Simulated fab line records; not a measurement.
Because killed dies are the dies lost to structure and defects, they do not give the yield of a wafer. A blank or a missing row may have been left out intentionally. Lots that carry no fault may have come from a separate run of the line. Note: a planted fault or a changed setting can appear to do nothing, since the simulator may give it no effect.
Which tool is to blame?	flow rit-cmos	7 lots, 21 wafers sampled, at 2 steps of a route of 202

== WHAT EACH GAUGE READ, for each wafer ==
RIT_NLDD_TW_MEAS_10.
lot	measured	on	NLDD_TW
L377	day 3 05:36	film-metro-01	2487 2486 2479
L379	day 3 15:21	film-metro-01	2493 2500 2492
L381	day 4 03:07	film-metro-01	2486 2485 2495
L383	day 4 15:21	film-metro-04	2485 2480 2473
L385	day 4 22:19	film-metro-01	2300 2293 2294
L393	day 6 14:33	film-metro-03	2461 2457 2451
L398	day 7 12:31	film-metro-01	2505 2503 2497

== WHICH TOOL RAN EACH LOT (tool, then ch and the chambers of the sampled wafers, then the start) ==
lot	RIT_NLDD_IMPLANT_08
L377	implanter-02 ch 0, day 3 05:16
L379	implanter-02 ch 0, day 3 15:01
L381	implanter-04 ch 0, day 4 02:49
L383	implanter-04 ch 0, day 4 15:02
L385	implanter-04 ch 0, day 4 22:00
L393	implanter-01 ch 0, day 6 14:16
L398	implanter-01 ch 0, day 7 12:10
- RIT_NLDD_IMPLANT_08

== THE ANSWER, worked out from the rows above alone ==
Rule: usual is defined by the lots themselves. The widest of any qualifying gaps counts: lots, ordered by their means at a reading, are off when they make up no more than a third of the lots, leave a main group of 4 or more, and stand apart from it by 3 or more times the standard deviation of that group's means. The tables above print the reading to a certain number of digits; a main group whose means all agree to those digits is not used. Also off: a lot with no number at a reading for which 4 or more lots have one. Where the step has rows for the other lots, those lots are counted as sound.
Off: L385, at RIT_NLDD_TW_MEAS_10 (NLDD_TW). For the main group the mean is 2484 and the standard deviation 14.
A tool fits if, at a process step before that reading, it ran every lot that is off, and no sound lot after the first of them. Gauges at RIT_NLDD_TW_MEAS_10: tried the same way as those tools. One candidate fits, namely implanter-04 at RIT_NLDD_IMPLANT_08. Its last sound lot is L383 (day 4 15:02), its first lot that is off L385 (day 4 22:00): a fault that began between those two fits.

== WHAT THE SIMULATOR HAD PUT IN ==
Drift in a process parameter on implanter-04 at RIT_NLDD_IMPLANT_08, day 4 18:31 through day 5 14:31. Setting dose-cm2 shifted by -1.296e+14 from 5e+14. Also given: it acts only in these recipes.
Shown lots that were struck: L385. Same finding as the rule above.
